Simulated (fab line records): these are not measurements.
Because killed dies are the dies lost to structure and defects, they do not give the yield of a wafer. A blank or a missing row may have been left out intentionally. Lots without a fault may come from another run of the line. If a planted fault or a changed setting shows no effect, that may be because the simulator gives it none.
Tool commonality check | flow berkeley_cmos170 | Sampled: 13 lots, 39 wafers

## THE REASON FOR OPENING IT
At UCB170_PSD_TW_MEAS_10 the reading PSD_TW is flagged on 1 of 13 lots. Wafers without a fault read 2342, standard deviation 20.
Rule: a lot is flagged when every wafer of it that has a number lies more than 4 standard deviations from that mean, or none has a number. As for the other lots, they are considered sound.

lot  | measured     | on            | PSD_TW, wafer by wafer | flag
L929 | day 7 23:07  | film_metro-03 | 2341 2320 2323         |
L931 | day 7 23:31  | film_metro-04 | 2358 2371 2369         |
L932 | day 8 18:29  | film_metro-03 | 2335 2328 2341         |
L935 | day 9 03:43  | film_metro-04 | 2373 2374 2372         |
L934 | day 9 03:56  | film_metro-03 | 2344 2319 2332         |
L936 | day 9 14:29  | film_metro-03 | 2318 2331 2321         |
L937 | day 10 02:19 | film_metro-04 | 2385 2372 2381         |
L938 | day 10 09:42 | film_metro-03 | 2336 2333 2341         |
L946 | day 11 12:02 | film_metro-03 | 30 30 30               | FLAGGED
L944 | day 11 12:08 | film_metro-04 | 2369 2376 2368         |
L947 | day 11 12:19 | film_metro-01 | 2332 2340 2333         |
L945 | day 11 12:35 | film_metro-03 | 2338 2326 2341         |
L950 | day 12 20:14 | film_metro-01 | 2335 2339 2343         |
On average the flagged lots read 30, which is -2312 against the usual, or -99 or more standard deviations.

## LOT BY LOT: THE TOOL USED
The record holds 1 process step before the reading, out of a route of 331 steps. Each cell gives the tool, then ch followed by the chambers the sampled wafers passed through, then the start.
lot  | flag    | UCB170_PSD_EXPOSE_03
L929 |         | krf_scanner-01 ch 0, day 7 22:19
L931 |         | krf_scanner-02 ch 0, day 7 22:41
L932 |         | krf_scanner-01 ch 0, day 8 17:15
L935 |         | krf_scanner-02 ch 0, day 9 02:55
L934 |         | krf_scanner-01 ch 0, day 9 03:08
L936 |         | krf_scanner-01 ch 0, day 9 13:42
L937 |         | krf_scanner-02 ch 0, day 10 01:31
L938 |         | krf_scanner-01 ch 0, day 10 08:34
L946 | FLAGGED | krf_scanner-02 ch 0, day 11 10:41
L944 |         | krf_scanner-02 ch 0, day 11 10:50
L947 |         | krf_scanner-01 ch 0, day 11 11:03
L945 |         | krf_scanner-02 ch 0, day 11 11:19
L950 |         | krf_scanner-02 ch 0, day 12 18:34
What these steps do:
- UCB170_PSD_EXPOSE_03: exposes mask PSELECT MOD, target cd 1200 nm.
- UCB170_PSD_TW_MEAS_10

## FLAGGED OVER TOTAL, TOOL BY TOOL (the gauges that took the reading come last)
step                  | tool           | lots run | flagged | share of the flagged lots | sound lots run after its first flagged lot
UCB170_PSD_EXPOSE_03  | krf_scanner-01 | 6        | 0       | none                      | -
UCB170_PSD_EXPOSE_03  | krf_scanner-02 | 7        | 1       | all                       | 3 (L944,L945,L950)
UCB170_PSD_TW_MEAS_10 | film_metro-01  | 2        | 0       | none                      | -
UCB170_PSD_TW_MEAS_10 | film_metro-03  | 7        | 1       | all                       | 1 (L945)
UCB170_PSD_TW_MEAS_10 | film_metro-04  | 4        | 0       | none                      | -

## WHAT THE TABLE ALLOWS
Table rows that saw every flagged lot: 2, namely krf_scanner-02 at UCB170_PSD_EXPOSE_03 and film_metro-03 at UCB170_PSD_TW_MEAS_10.
- krf_scanner-02 at UCB170_PSD_EXPOSE_03: 1 of its 7 lots flagged. After the first flagged lot (L944, L945, L950), sound lots still ran on it; a lasting fault on the whole tool would not permit that.
- film_metro-03 at UCB170_PSD_TW_MEAS_10: 1 of its 7 lots flagged. After the first flagged lot (L945), sound lots still ran on it; a lasting fault on the whole tool would not permit that.
Not one row of the table ran every flagged lot while running no sound lot after the first.

## WHAT THE SIMULATOR HAD INSERTED
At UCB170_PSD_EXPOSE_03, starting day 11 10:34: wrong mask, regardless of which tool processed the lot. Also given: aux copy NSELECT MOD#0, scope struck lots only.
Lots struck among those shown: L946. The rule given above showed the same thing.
